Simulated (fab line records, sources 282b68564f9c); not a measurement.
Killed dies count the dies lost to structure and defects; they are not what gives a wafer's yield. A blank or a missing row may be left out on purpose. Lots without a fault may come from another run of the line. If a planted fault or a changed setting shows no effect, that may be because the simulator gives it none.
The tool behind it: which one? / flow ritCmos / 15 lots, 45 wafers sampled, at 2 steps of a route of 202

== WHAT EACH GAUGE READ, for each wafer ==
RIT_PLDD_TW_MEAS_10. Usual: PLDD_TW gives 2338 (standard deviation 22).
lot=L760; measured=day 3 10:17; on=filmMetro-01; PLDD_TW=2363 2351 2362; flag=
lot=L761; measured=day 3 14:36; on=filmMetro-02; PLDD_TW=2311 2292 2298; flag=
lot=L764; measured=day 4 06:43; on=filmMetro-01; PLDD_TW=2365 2360 2353; flag=
lot=L765; measured=day 4 11:45; on=filmMetro-02; PLDD_TW=2307 2298 2309; flag=
lot=L766; measured=day 4 18:40; on=filmMetro-04; PLDD_TW=2336 2341 2335; flag=
lot=L771; measured=day 5 14:56; on=filmMetro-02; PLDD_TW=2302 2298 2301; flag=
lot=L773; measured=day 5 23:16; on=filmMetro-01; PLDD_TW=30 30 30; flag=OFF
lot=L774; measured=day 6 06:40; on=filmMetro-01; PLDD_TW=30 30 30; flag=OFF
lot=L775; measured=day 6 09:01; on=filmMetro-02; PLDD_TW=29 29 30; flag=OFF
lot=L776; measured=day 6 09:34; on=filmMetro-04; PLDD_TW=2341 2344 2338; flag=
lot=L778; measured=day 6 23:09; on=filmMetro-02; PLDD_TW=2305 2313 2312; flag=
lot=L779; measured=day 7 20:49; on=filmMetro-02; PLDD_TW=2315 2303 2311; flag=
lot=L781; measured=day 7 21:05; on=filmMetro-01; PLDD_TW=2367 2355 2347; flag=
lot=L780; measured=day 7 21:19; on=filmMetro-01; PLDD_TW=2348 2355 2351; flag=
lot=L782; measured=day 8 05:48; on=filmMetro-04; PLDD_TW=2327 2332 2325; flag=

== EACH LOT AND THE TOOL THAT RAN IT (in order: tool; ch and the chambers of the sampled wafers; start) ==
lot=L760; RIT_NLDD_STRIP_09=plasmaAsher-04 ch 0,1, day 3 08:34
lot=L761; RIT_NLDD_STRIP_09=plasmaAsher-03 ch 0,1, day 3 12:49
lot=L764; RIT_NLDD_STRIP_09=plasmaAsher-01 ch 1, day 4 05:07
lot=L765; RIT_NLDD_STRIP_09=plasmaAsher-04 ch 0,1, day 4 09:56
lot=L766; RIT_NLDD_STRIP_09=plasmaAsher-04 ch 0,1, day 4 16:56
lot=L771; RIT_NLDD_STRIP_09=plasmaAsher-01 ch 0,1, day 5 13:11
lot=L773; RIT_NLDD_STRIP_09=plasmaAsher-03 ch 0,1, day 5 21:42
lot=L774; RIT_NLDD_STRIP_09=plasmaAsher-01 ch 0, day 6 04:57
lot=L775; RIT_NLDD_STRIP_09=plasmaAsher-01 ch 0,1, day 6 07:19
lot=L776; RIT_NLDD_STRIP_09=plasmaAsher-03 ch 0,1, day 6 07:52
lot=L778; RIT_NLDD_STRIP_09=plasmaAsher-01 ch 0,1, day 6 21:19
lot=L779; RIT_NLDD_STRIP_09=plasmaAsher-01 ch 0,1, day 7 19:05
lot=L781; RIT_NLDD_STRIP_09=plasmaAsher-03 ch 0,1, day 7 19:14
lot=L780; RIT_NLDD_STRIP_09=plasmaAsher-04 ch 0,1, day 7 19:20
lot=L782; RIT_NLDD_STRIP_09=plasmaAsher-03 ch 0,1, day 8 04:11
- RIT_NLDD_STRIP_09: strips in O2, time 180 s.

== AS READ BY THE TOOLS THEMSELVES (means over the sampled wafers that have a number; for cases with no such wafer, the mark the record gives instead) ==
RIT_NLDD_STRIP_09. Usual: chamberPressureMTorr 4000 mTorr, standard deviation 3.6; drypumpMotorCurrentA 6.0 A, standard deviation 0.31.
lot=L760; tool=plasmaAsher-04; chamberPressureMTorr (mTorr)=4003; drypumpMotorCurrentA (A)=6.1; flag=
lot=L761; tool=plasmaAsher-03; chamberPressureMTorr (mTorr)=4003; drypumpMotorCurrentA (A)=5.9; flag=
lot=L764; tool=plasmaAsher-01; chamberPressureMTorr (mTorr)=3998; drypumpMotorCurrentA (A)=5.6; flag=
lot=L765; tool=plasmaAsher-04; chamberPressureMTorr (mTorr)=4001; drypumpMotorCurrentA (A)=6.1; flag=
lot=L766; tool=plasmaAsher-04; chamberPressureMTorr (mTorr)=4001; drypumpMotorCurrentA (A)=6.2; flag=
lot=L771; tool=plasmaAsher-01; chamberPressureMTorr (mTorr)=3996; drypumpMotorCurrentA (A)=5.8; flag=
lot=L773; tool=plasmaAsher-03; chamberPressureMTorr (mTorr)=-; drypumpMotorCurrentA (A)=-; flag=OFF
lot=L774; tool=plasmaAsher-01; chamberPressureMTorr (mTorr)=-; drypumpMotorCurrentA (A)=-; flag=OFF
lot=L775; tool=plasmaAsher-01; chamberPressureMTorr (mTorr)=-; drypumpMotorCurrentA (A)=-; flag=OFF
lot=L776; tool=plasmaAsher-03; chamberPressureMTorr (mTorr)=3999; drypumpMotorCurrentA (A)=5.9; flag=
lot=L778; tool=plasmaAsher-01; chamberPressureMTorr (mTorr)=3997; drypumpMotorCurrentA (A)=6.0; flag=
lot=L779; tool=plasmaAsher-01; chamberPressureMTorr (mTorr)=4000; drypumpMotorCurrentA (A)=6.0; flag=
lot=L781; tool=plasmaAsher-03; chamberPressureMTorr (mTorr)=3996; drypumpMotorCurrentA (A)=5.9; flag=
lot=L780; tool=plasmaAsher-04; chamberPressureMTorr (mTorr)=3999; drypumpMotorCurrentA (A)=6.1; flag=
lot=L782; tool=plasmaAsher-03; chamberPressureMTorr (mTorr)=4003; drypumpMotorCurrentA (A)=5.9; flag=

== THE ANSWER, worked out from the rows above alone ==
Rule: lot off if the mean of its wafers having a number is beyond 3 standard deviations from the usual mean. Also off: a lot with no number at a reading for which 4 or more lots have one. The other lots that the step has rows for count as sound. The gauges are gone through in route order, then the tools' own readings, and for those a lot's mean is taken as printed above. The first step at which some lot is off is used, and at that step the reading that is off furthest; a lot without a number counts as furthest.
Off: at RIT_PLDD_TW_MEAS_10 (PLDD_TW), L773, L774, L775.
A tool fits if, at a process step before that reading, it ran every lot that is off, and no sound lot after the first of them. The gauges at RIT_PLDD_TW_MEAS_10 aren't tried: what is off there is off at RIT_NLDD_STRIP_09 too, on other tools, and a gauge's error can't cause that. None of those tried fits.

== WHAT THE SIMULATOR HAD INSERTED ==
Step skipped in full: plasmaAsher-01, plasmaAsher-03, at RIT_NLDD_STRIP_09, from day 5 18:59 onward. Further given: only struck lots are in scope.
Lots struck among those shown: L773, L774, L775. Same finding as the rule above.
